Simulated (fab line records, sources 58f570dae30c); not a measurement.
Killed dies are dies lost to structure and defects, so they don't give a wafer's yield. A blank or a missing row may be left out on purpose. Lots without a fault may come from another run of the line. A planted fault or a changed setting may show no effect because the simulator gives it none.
Chamber matching | flow berkeley_cmos170 | UCB170_V1_ETCH_14 on rie_diel-02: 4 sister chambers
The step etches SiO2 in CHF3/CF4/Ar, stops on Al, target depth 1250 nm, time 291 s. 8 wafers are shown with their chamber, then 7 later ones without.

WAFERS WITH THEIR CHAMBER
wafer  | chamber | drypump_motor_current_A (A) | throttle_valve_pct (%)
L392.6 | 2       | 5.1                         | 6.83
L398.1 | 1       | 6.1                         | 6.74
L398.6 | 3       | 5.6                         | 6.96
L402.1 | 2       | 5.1                         | 6.82
L402.5 | 0       | 5.4                         | 6.88
L402.6 | 3       | 5.6                         | 6.95
L406.3 | 0       | 5.4                         | 6.88
L406.4 | 1       | 6.2                         | 6.74

WAFERS WITHOUT THEIR CHAMBER
wafer  | drypump_motor_current_A (A) | throttle_valve_pct (%)
L406.5 | 5.4                         | 6.88
L408.1 | 5.6                         | 6.93
L408.2 | 5.4                         | 6.88
L408.4 | 5.1                         | 6.84
L412.2 | 5.1                         | 6.83
L412.3 | 5.6                         | 6.95
L412.4 | 5.5                         | 6.88

WHICH CHAMBER EACH WENT THROUGH
wafer  | from the rows above | in truth
L406.5 | 0                   | 0
L408.1 | 3                   | 3
L408.2 | 0                   | 0
L408.4 | 2                   | 2
L412.2 | 2                   | 2
L412.3 | 3                   | 3
L412.4 | 0                   | 0
Placed correctly: 7 of 7. Can't be placed from these rows: 0. Placed wrongly: 0.
How it was worked out, from the rows above alone: a wafer's distance from a chamber is the root of the sum, over the readings, of the square of ((its reading less the chamber's mean) divided by the reading's scatter). The wafer belongs to the nearest chamber; if the next one is less than 2 further off, it can't be placed. A chamber's mean is the mean of its shown wafers. The scatter: the root of (the sum of the squares of (reading less its chamber's mean) over the shown wafers, divided by (wafers less chambers)).
